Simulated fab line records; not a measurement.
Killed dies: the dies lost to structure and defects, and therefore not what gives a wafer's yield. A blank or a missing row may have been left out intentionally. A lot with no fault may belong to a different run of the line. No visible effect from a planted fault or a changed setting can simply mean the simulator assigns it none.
Which tool is to blame? ; flow rit_cmos ; 14 lots with 42 wafers sampled at 2 steps, on a route of 202 steps

== WHAT EACH GAUGE READ, for each wafer ==
RIT_REOX_THK_MEAS_04.
lot;measured;on;REOX_OXIDE_THK (nm)
L636;day 2 17:47;film_metro-04;25.1 25.0 24.7
L638;day 3 06:50;film_metro-04;24.9 25.4 25.3
L639;day 3 10:07;film_metro-04;25.0 25.1 25.2
L640;day 3 17:55;film_metro-02;23.5 23.4 23.5
L642;day 4 05:08;film_metro-04;24.9 24.7 24.8
L643;day 4 08:16;film_metro-04;25.3 25.3 25.5
L645;day 4 20:20;film_metro-02;27.7 27.2 27.3
L646;day 4 23:09;film_metro-02;27.5 27.8 27.6
L647;day 5 07:04;film_metro-02;24.4 24.5 24.4
L648;day 5 16:19;film_metro-03;25.3 25.4 25.4
L652;day 7 04:01;film_metro-04;25.7 26.1 25.7
L657;day 7 23:41;film_metro-03;25.8 25.5 25.5
L658;day 8 07:53;film_metro-04;25.0 25.2 25.0
L659;day 8 07:52;film_metro-03;25.3 25.3 25.0

== WHAT TOOL EACH LOT RAN ON (gives the tool, then ch and the chambers of the sampled wafers, and finally the start) ==
lot;RIT_REOX_OXIDATION_03
L636;furnace-04 ch 0, day 2 15:14
L638;furnace-04 ch 0, day 3 04:17
L639;furnace-01 ch 0, day 3 07:34
L640;furnace-03 ch 0, day 3 15:22
L642;furnace-04 ch 0, day 4 02:34
L643;furnace-01 ch 0, day 4 05:43
L645;furnace-01 ch 0, day 4 17:47
L646;furnace-01 ch 0, day 4 20:35
L647;furnace-03 ch 0, day 5 04:30
L648;furnace-04 ch 0, day 5 13:46
L652;furnace-04 ch 0, day 7 01:28
L657;furnace-01 ch 0, day 7 21:07
L658;furnace-01 ch 0, day 8 05:19
L659;furnace-01 ch 0, day 8 05:19
- RIT_REOX_OXIDATION_03: target thk 25.2 nm, ox time 5580 s.

== WHAT THE TOOLS THEMSELVES READ (means of the sampled wafers that have a number; where no wafer has one, the mark that the record gives instead) ==
RIT_REOX_OXIDATION_03.
lot;tool;spike_tc_centre_C (C);tube_center_temp_C (C);tube_center_temp_C_max
L636;furnace-04;902.0;900;902.0
L638;furnace-04;901.7;900;902.7
L639;furnace-01;903.0;900;902.0
L640;furnace-03;901.7;900;902.4
L642;furnace-04;900.9;900;902.4
L643;furnace-01;903.8;900;902.5
L645;furnace-01;910.7;908;910.8
L646;furnace-01;910.6;908;910.4
L647;furnace-03;901.1;900;902.3
L648;furnace-04;901.5;900;902.2
L652;furnace-04;900.7;900;902.3
L657;furnace-01;903.7;900;902.3
L658;furnace-01;904.3;900;902.2
L659;furnace-01;903.0;900;902.6

== THE ANSWER, worked out from the rows above alone ==
Rule: what is usual is taken from the lots themselves. Put in order of their means at a reading, lots are off if they are a third of the lots or fewer, leave a main group of 4 or more, and stand apart from it by a gap of 3 or more times the standard deviation of the main group's means; of several such gaps the widest counts. The tables above print the reading to a certain number of digits; a main group whose means all agree to those digits is not used. Also off: a lot with no number at a reading for which 4 or more lots have one. Any other lot the step has rows for is counted as sound. The gauges are gone through in route order, then the tools' own readings, and for those a lot's mean is taken as printed above. The first step at which some lot is off is used, and at that step the reading that is off furthest; a lot without a number counts as furthest.
Off: L645, L646, at RIT_REOX_OXIDATION_03 (tube_center_temp_C_max). Mean 902.3 and standard deviation 0.2 in the main group.
A tool fits if, at that step or a process step before it, it ran every lot that is off, and no sound lot after the first of them. Not one of the candidates tried fits.

== WHAT HAD BEEN PUT IN BY THE SIMULATOR ==
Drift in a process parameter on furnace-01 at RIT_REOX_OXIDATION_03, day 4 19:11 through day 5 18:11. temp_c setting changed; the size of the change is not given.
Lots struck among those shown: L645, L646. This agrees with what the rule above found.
